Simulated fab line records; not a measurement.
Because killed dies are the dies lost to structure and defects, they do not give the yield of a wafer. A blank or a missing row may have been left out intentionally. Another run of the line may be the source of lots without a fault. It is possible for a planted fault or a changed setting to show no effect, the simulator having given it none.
Which tool was responsible?	flow berkeley_cmos170	6 lots with 18 wafers sampled at 2 steps, on a route of 331 steps

== WHAT EACH GAUGE READ, for each wafer ==
UCB170_V2_THK_MEAS_04.
lot	measured	on	V2_POLISHED_THK (nm)
L839	day 9 22:59	film_metro-03	999.8 998.9 999.7
L842	day 10 13:56	film_metro-04	998.8 998.4 1000.4
L845	day 11 05:16	film_metro-02	999.0 1001.6 1000.0
L849	day 11 20:48	film_metro-04	1000.8 999.7 1001.1
L856	day 12 20:05	film_metro-02	1000.4 1000.3 998.4
L858	day 13 08:52	film_metro-03	999.6 1001.8 1001.7

== TOOL THAT RAN EACH LOT (tool first, then ch and the chambers of the sampled wafers, then the start) ==
lot	UCB170_SPACER_ETCHBACK_03
L839	rie_diel-03 ch 0,2,3, day 8 22:52
L842	rie_diel-02 ch 0,3, day 9 11:14
L845	rie_diel-02 ch 1,2, day 10 01:13
L849	rie_diel-03 ch 0,1,2, day 10 18:02
L856	rie_diel-01 ch 1,3, day 11 18:08
L858	rie_diel-01 ch 0,1,2, day 12 08:21
- UCB170_SPACER_ETCHBACK_03: etches SiO2 in CHF3/CF4/Ar, stops on Si, target depth 376 nm, time 100 s.

== THE ANSWER, worked out from the rows above alone ==
Rule: what is usual is taken from the lots themselves. The widest of any qualifying gaps counts: lots, ordered by their means at a reading, are off when they make up no more than a third of the lots, leave a main group of 4 or more, and stand apart from it by 3 or more times the standard deviation of that group's means. The tables above print the reading to a certain number of digits; a main group whose means all agree to those digits is not used. A lot without any number at a reading at which 4 lots or more have one is off too. Where the step has rows for the other lots, those lots are counted as sound.
None of the lots is off at any reading shown; this tells nothing.

== WHAT THE SIMULATOR HAD INSERTED ==
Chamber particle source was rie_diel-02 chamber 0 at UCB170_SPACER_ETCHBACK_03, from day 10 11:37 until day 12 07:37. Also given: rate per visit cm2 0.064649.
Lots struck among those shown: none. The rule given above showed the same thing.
